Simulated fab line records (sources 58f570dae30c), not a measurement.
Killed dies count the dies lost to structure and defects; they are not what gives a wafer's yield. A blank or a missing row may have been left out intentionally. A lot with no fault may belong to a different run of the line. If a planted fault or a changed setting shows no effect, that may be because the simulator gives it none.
fab line records / flow berkeley_cmos170
[record] lots = 15 wafers = 45 last_day = 11
route steps=331 shown NVT@107
lots that met no fault: taken from a fault-free run of the same line
start_h: the number of hours between the record's first day and the start of the first shown wafer of the lot / wait_h: how many hours have passed since the lot's step before this one / " same as the row above / L1.1+2: a single row standing in for several wafers / - either no value or no given start / * or withheld: withheld / < > ~ a bound
route shown NAME@n: NAME is a module with steps in the file, n the number in the route of the first one / usual: average and standard deviation across the fault-free wafers / same: alike in all rows / chamber/n: place in a boat / sites: readings site by site / _std_site: standard deviation across them / _edge_site: inner sites' mean taken away from outer sites' mean / radius_mm: for every site, how far away it sits from the centre of the wafer / mask NAME#n: copy n / behind: the last tool/chamber to shape the wafer / hold: cause of the lot's hold/its duration in hours/its outcome / device: which transistor (n, p or np) failed to switch / end of line: the same wafers' tests at the end of the route / a step without rows: its recipe alone / killed: not the wafer's yield, but the dies lost to structure and defects at the first sort / map: per-die view of a wafer (x killed, . not killed, _ where there is no die)
set.NAME: setting as actually run; set.NAME@STEP: the setting as run at that earlier step / model.NAME: the simulator's own value behind a step, which no gauge read
one table for each step of the route and one row for each wafer, over a sample of lots
services: a tool's chamber out of use, with start hour (start_h, from the record's first day; less than 0 if before it), hours out, and reason
[[steps]]
[step UCB170_NVT_EXPOSE_03]
[recipe] mask_id = PWELL target_cd_nm = 3000 na = 0.5 sigma_outer = 0.6 source_shape = conventional dose_mj = 30
[usual] exposure_dose_mJ_cm2 = 29.995/0.028 focus_offset_nm = 0.0/0.55 sigma_outer = 0.6/0
lot.wafer=L316.2 tool=krf_scanner-01 chamber=0 start_h=97.96 wait_h=0.3 mask=PWELL#0 exposure_dose_mJ_cm2=29.993 focus_offset_nm=0.7 sigma_outer=0.6
lot.wafer=L316.3 tool=krf_scanner-01 chamber=0 start_h=97.96 wait_h=0.3 mask=PWELL#0 exposure_dose_mJ_cm2=29.979 focus_offset_nm=0.0 sigma_outer=0.6
lot.wafer=L316.6 tool=krf_scanner-01 chamber=0 start_h=97.96 wait_h=0.3 mask=PWELL#0 exposure_dose_mJ_cm2=29.979 focus_offset_nm=-0.2 sigma_outer=0.6
lot.wafer=L319.3 tool=krf_scanner-01 chamber=0 start_h=119.17 wait_h=0.1 mask=PWELL#0 exposure_dose_mJ_cm2=30.016 focus_offset_nm=-1.8 sigma_outer=0.6
lot.wafer=L319.5 tool=krf_scanner-01 chamber=0 start_h=119.17 wait_h=0.1 mask=PWELL#0 exposure_dose_mJ_cm2=29.973 focus_offset_nm=-1.0 sigma_outer=0.6
lot.wafer=L319.6 tool=krf_scanner-01 chamber=0 start_h=119.17 wait_h=0.1 mask=PWELL#0 exposure_dose_mJ_cm2=30.028 focus_offset_nm=-1.3 sigma_outer=0.6
lot.wafer=L320.1 tool=krf_scanner-02 chamber=0 start_h=127.27 wait_h=0.1 mask=PWELL#0 exposure_dose_mJ_cm2=29.934 focus_offset_nm=0.6 sigma_outer=0.6
lot.wafer=L320.4 tool=krf_scanner-02 chamber=0 start_h=127.27 wait_h=0.1 mask=PWELL#0 exposure_dose_mJ_cm2=29.983 focus_offset_nm=-0.4 sigma_outer=0.6
lot.wafer=L320.5 tool=krf_scanner-02 chamber=0 start_h=127.27 wait_h=0.1 mask=PWELL#0 exposure_dose_mJ_cm2=29.974 focus_offset_nm=0.7 sigma_outer=0.6
lot.wafer=L321.1 tool=krf_scanner-02 chamber=0 start_h=127.66 wait_h=0.1 mask=PWELL#0 exposure_dose_mJ_cm2=30.024 focus_offset_nm=0.3 sigma_outer=0.6
lot.wafer=L321.2 tool=krf_scanner-02 chamber=0 start_h=127.66 wait_h=0.1 mask=PWELL#0 exposure_dose_mJ_cm2=30.015 focus_offset_nm=-0.7 sigma_outer=0.6
lot.wafer=L321.5 tool=krf_scanner-02 chamber=0 start_h=127.66 wait_h=0.1 mask=PWELL#0 exposure_dose_mJ_cm2=30.002 focus_offset_nm=0.6 sigma_outer=0.6
lot.wafer=L322.1 tool=krf_scanner-01 chamber=0 start_h=137.20 wait_h=0.2 mask=PWELL#0 exposure_dose_mJ_cm2=29.974 focus_offset_nm=0.0 sigma_outer=0.6
lot.wafer=L322.3 tool=krf_scanner-01 chamber=0 start_h=137.20 wait_h=0.2 mask=PWELL#0 exposure_dose_mJ_cm2=29.989 focus_offset_nm=-0.1 sigma_outer=0.6
lot.wafer=L322.4 tool=krf_scanner-01 chamber=0 start_h=137.20 wait_h=0.2 mask=PWELL#0 exposure_dose_mJ_cm2=30.007 focus_offset_nm=-0.4 sigma_outer=0.6
lot.wafer=L323.3 tool=krf_scanner-02 chamber=0 start_h=137.49 wait_h=0.5 mask=PWELL#0 exposure_dose_mJ_cm2=30.028 focus_offset_nm=0.2 sigma_outer=0.6
lot.wafer=L323.4 tool=krf_scanner-02 chamber=0 start_h=137.49 wait_h=0.5 mask=PWELL#0 exposure_dose_mJ_cm2=29.983 focus_offset_nm=0.8 sigma_outer=0.6
lot.wafer=L323.5 tool=krf_scanner-02 chamber=0 start_h=137.49 wait_h=0.5 mask=PWELL#0 exposure_dose_mJ_cm2=30.032 focus_offset_nm=0.1 sigma_outer=0.6
lot.wafer=L324.1 tool=krf_scanner-02 chamber=0 start_h=146.77 wait_h=0.1 mask=PWELL#0 exposure_dose_mJ_cm2=29.983 focus_offset_nm=0.9 sigma_outer=0.6
lot.wafer=L324.3 tool=krf_scanner-02 chamber=0 start_h=146.77 wait_h=0.1 mask=PWELL#0 exposure_dose_mJ_cm2=29.988 focus_offset_nm=1.1 sigma_outer=0.6
lot.wafer=L324.4 tool=krf_scanner-02 chamber=0 start_h=146.77 wait_h=0.1 mask=PWELL#0 exposure_dose_mJ_cm2=29.999 focus_offset_nm=0.3 sigma_outer=0.6
lot.wafer=L325.4 tool=krf_scanner-02 chamber=0 start_h=151.03 wait_h=0.4 mask=PWELL#0 exposure_dose_mJ_cm2=30.005 focus_offset_nm=-0.3 sigma_outer=0.6
lot.wafer=L325.5 tool=krf_scanner-02 chamber=0 start_h=151.03 wait_h=0.4 mask=PWELL#0 exposure_dose_mJ_cm2=30.008 focus_offset_nm=0.2 sigma_outer=0.6
lot.wafer=L325.6 tool=krf_scanner-02 chamber=0 start_h=151.03 wait_h=0.4 mask=PWELL#0 exposure_dose_mJ_cm2=29.986 focus_offset_nm=0.0 sigma_outer=0.6
lot.wafer=L332.4 tool=krf_scanner-01 chamber=- start_h=190.61 wait_h=0.1 mask=PWELL#0 exposure_dose_mJ_cm2=- focus_offset_nm=- sigma_outer=-
lot.wafer=L332.5 tool=krf_scanner-01 chamber=- start_h=190.61 wait_h=0.1 mask=PWELL#0 exposure_dose_mJ_cm2=- focus_offset_nm=- sigma_outer=-
lot.wafer=L332.6 tool=krf_scanner-01 chamber=- start_h=190.61 wait_h=0.1 mask=PWELL#0 exposure_dose_mJ_cm2=- focus_offset_nm=- sigma_outer=-
lot.wafer=L333.1 tool=krf_scanner-02 chamber=- start_h=191.13 wait_h=0.2 mask=PWELL#0 exposure_dose_mJ_cm2=- focus_offset_nm=- sigma_outer=-
lot.wafer=L333.2 tool=krf_scanner-02 chamber=- start_h=191.13 wait_h=0.2 mask=PWELL#0 exposure_dose_mJ_cm2=- focus_offset_nm=- sigma_outer=-
lot.wafer=L333.6 tool=krf_scanner-02 chamber=- start_h=191.13 wait_h=0.2 mask=PWELL#0 exposure_dose_mJ_cm2=- focus_offset_nm=- sigma_outer=-
lot.wafer=L334.3 tool=krf_scanner-01 chamber=- start_h=200.26 wait_h=0.1 mask=PWELL#0 exposure_dose_mJ_cm2=- focus_offset_nm=- sigma_outer=-
lot.wafer=L334.4 tool=krf_scanner-01 chamber=- start_h=200.26 wait_h=0.1 mask=PWELL#0 exposure_dose_mJ_cm2=- focus_offset_nm=- sigma_outer=-
lot.wafer=L334.6 tool=krf_scanner-01 chamber=- start_h=200.26 wait_h=0.1 mask=PWELL#0 exposure_dose_mJ_cm2=- focus_offset_nm=- sigma_outer=-
lot.wafer=L339.1 tool=krf_scanner-01 chamber=0 start_h=208.10 wait_h=0.2 mask=PWELL#0 exposure_dose_mJ_cm2=29.946 focus_offset_nm=0.7 sigma_outer=0.6
lot.wafer=L339.3 tool=krf_scanner-01 chamber=0 start_h=208.10 wait_h=0.2 mask=PWELL#0 exposure_dose_mJ_cm2=29.978 focus_offset_nm=0.9 sigma_outer=0.6
lot.wafer=L339.4 tool=krf_scanner-01 chamber=0 start_h=208.10 wait_h=0.2 mask=PWELL#0 exposure_dose_mJ_cm2=29.942 focus_offset_nm=1.2 sigma_outer=0.6
lot.wafer=L337.1 tool=krf_scanner-01 chamber=0 start_h=208.33 wait_h=0.2 mask=PWELL#0 exposure_dose_mJ_cm2=30.017 focus_offset_nm=-0.1 sigma_outer=0.6
lot.wafer=L337.5 tool=krf_scanner-01 chamber=0 start_h=208.33 wait_h=0.2 mask=PWELL#0 exposure_dose_mJ_cm2=29.987 focus_offset_nm=-0.2 sigma_outer=0.6
lot.wafer=L337.6 tool=krf_scanner-01 chamber=0 start_h=208.33 wait_h=0.2 mask=PWELL#0 exposure_dose_mJ_cm2=29.989 focus_offset_nm=0.2 sigma_outer=0.6
lot.wafer=L336.1 tool=krf_scanner-02 chamber=0 start_h=208.57 wait_h=0.4 mask=PWELL#0 exposure_dose_mJ_cm2=29.999 focus_offset_nm=-0.6 sigma_outer=0.6
lot.wafer=L336.2 tool=krf_scanner-02 chamber=0 start_h=208.57 wait_h=0.4 mask=PWELL#0 exposure_dose_mJ_cm2=29.950 focus_offset_nm=-0.4 sigma_outer=0.6
lot.wafer=L336.3 tool=krf_scanner-02 chamber=0 start_h=208.57 wait_h=0.4 mask=PWELL#0 exposure_dose_mJ_cm2=29.990 focus_offset_nm=-1.1 sigma_outer=0.6
lot.wafer=L338.2 tool=krf_scanner-02 chamber=0 start_h=208.71 wait_h=0.4 mask=PWELL#0 exposure_dose_mJ_cm2=29.947 focus_offset_nm=0.0 sigma_outer=0.6
lot.wafer=L338.5 tool=krf_scanner-02 chamber=0 start_h=208.71 wait_h=0.4 mask=PWELL#0 exposure_dose_mJ_cm2=30.010 focus_offset_nm=-0.4 sigma_outer=0.6
lot.wafer=L338.6 tool=krf_scanner-02 chamber=0 start_h=208.71 wait_h=0.4 mask=PWELL#0 exposure_dose_mJ_cm2=30.006 focus_offset_nm=-0.1 sigma_outer=0.6
[[services]]
tool=krf_scanner-01 chamber=- start_h=78.62 hours=1.0 kind=pm
tool=krf_scanner-02 chamber=- start_h=96.80 hours=1.6 kind=repair
tool=krf_scanner-02 chamber=- start_h=106.79 hours=0.2 kind=repair
tool=krf_scanner-02 chamber=- start_h=119.21 hours=1.3 kind=pm
tool=krf_scanner-01 chamber=- start_h=144.90 hours=0.8 kind=pm
tool=krf_scanner-01 chamber=- start_h=146.62 hours=1.3 kind=pm
tool=krf_scanner-02 chamber=- start_h=171.65 hours=1.0 kind=pm
[[key]]
[first_sign] step = UCB170_NVT_EXPOSE_03 reading = tool_record direction = missing
effect none on later readings
met_at UCB170_NVT_EXPOSE_03
struck_lots L332,L333,L334
sort_left_out L332.4,L332.5,L332.6,L333.1,L333.2,L333.6,L334.3,L334.4,L334.6
tester_left_out L332,L333,L334
onset_between 151.03 190.61
[fault] kind = skipped_step_whole tool = krf_scanner-01,krf_scanner-02 chamber = - onset_h = 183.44 steps = UCB170_NVT_EXPOSE_03 scope = struck_lots_only
// tester_left_out: of these lots the tester's yield and bins aren't shown, on N5 and GAA mostly nor the transistor test; their killed dies are dies lost to structure and defects alone, not to doping, threshold or leakage, so they don't give the yield
// sort_left_out: the simulated sort isn't trusted on such a fault, so these wafers' sort isn't shown, and their yield isn't known
